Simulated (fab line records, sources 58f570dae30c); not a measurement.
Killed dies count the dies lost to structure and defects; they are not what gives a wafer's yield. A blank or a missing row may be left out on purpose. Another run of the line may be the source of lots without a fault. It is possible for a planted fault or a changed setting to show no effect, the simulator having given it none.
Problem report in the 8D (eight disciplines) form, filled by code | flow berkeley_cmos170 | the parts of the form that need people (team, actions taken, sign-off) are left out

1. THE ISSUE
Wafers without a fault read 699.4 nm, standard deviation 1.5; cd_nm at UCB170_V1_CD_MEAS_90 reads a mean of 711.0 nm on 2 wafers belonging to 2 lots. Measured from the usual mean, that is +7.7 standard deviations.
The step: target cd 700 nm.
Earliest sighting: wafer L764.4 on cd_sem-02 at day 11 18:14. Wafers with a number at this step in the record: 18, from 6 lots. Rule for "out", or "out of limits": more than 4 standard deviations from the usual mean. The rest of the wafers with a number are treated as sound.

2. WHAT IT IS, WHAT IT ISN'T
question                    | is                | is not
which readings at this step | cd_nm             | -
which lots                  | L764, L770        | L753, L758, L765, L772
which wafers of those lots  | L764.4, L770.3    | L764.2, L764.6, L770.2, L770.6
read on which gauges        | cd_sem-02         | cd_sem-01
when                        | from day 11 18:14 | up to then (11 sound wafers); but 5 sound wafers of L770, L772 came after

3. WHAT RULES OUT EACH SUSPECT
Counting: if a tool at a process step up to the reading ran every lot that is out, it stays a suspect. Sound lots after the first of them don't rule it out here, since some wafers of a struck lot are sound.
- the gauge at UCB170_V1_CD_MEAS_90 is ruled out. All the wafers that are out were read on cd_sem-02, but those of them that UCB170_V1_ETCH_14 has rows for are out there too, on other tools.
- cmp-02 at UCB170_V1_CMP_02 (polishes SiO2): kept. It ran every lot that is out, first L764 (day 11 15:02); its last sound lot up to then is L765 (day 11 13:44).
- rie_diel-01 at UCB170_V1_ETCH_14 (etches SiO2 in CHF3/CF4/Ar, stops on Al, target depth 1250 nm, time 291 s): kept. It ran every lot that is out, first L764 (day 11 17:56); its last sound lot up to then is L758 (day 10 17:27). Out on those wafers are its own readings of rf_fwd_power_W.
- Within rie_diel-01 at UCB170_V1_ETCH_14: the wafers that are out ran in chamber 0; their sound lot-mates ran in chambers 1, 2, 3.
The count leaves rie_diel-01 at UCB170_V1_ETCH_14 and cmp-02 at UCB170_V1_CMP_02.

4. THE CAUSE (what the simulator had put in)
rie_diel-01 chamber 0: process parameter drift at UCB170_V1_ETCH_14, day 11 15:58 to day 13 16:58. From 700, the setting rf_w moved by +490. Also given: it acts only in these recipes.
Counting leaves 2 suspects; this tool is one of them.

5. THE CHAIN OF EFFECTS, in route order
Each row: a reading whose mean over the struck wafers that have a number lies more than 3 standard deviations from the usual. Scope: only readings with a usual standard deviation given in the record; hours: median across lots of the time from each lot's start at the first step in this table that gives one to its start at this step; sigmas: change in usual standard deviations.
hours | step                 | reading                  | usual    | on struck wafers | change | sigmas
0     | UCB170_V1_ETCH_14    | rf_fwd_power_W           | 697.7 W  | 1185.9           | +488.2 | +99 or more
0     | UCB170_V1_STRIP_15   | strip_time_to_endpoint_s | 15.40 s  | 13.72            | -1.68  | -9.3
0     | UCB170_V1_CD_MEAS_90 | cd_nm                    | 699.4 nm | 711.0            | +11.6  | +7.7
Here are the process steps it includes:
- UCB170_V1_ETCH_14: etches SiO2 in CHF3/CF4/Ar, stops on Al, target depth 1250 nm, time 291 s.
- UCB170_V1_STRIP_15: strips in O2.

6. HOW IT WOULD HAVE BEEN CAUGHT EARLIER
The first out-of-limits reading at a measuring or inspecting step in this record came at day 11 18:14, 2 hours after the fault's start at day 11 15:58.
Tool's own readings at UCB170_V1_ETCH_14, rf_fwd_power_W: out on all struck wafers the step has rows for; an alarm limit on them would have tripped on the first.
Lots out: 2; of these, L770 started UCB170_V1_ETCH_14 on rie_diel-01 after day 11 18:14. Putting the tool on hold at that point would have spared it.
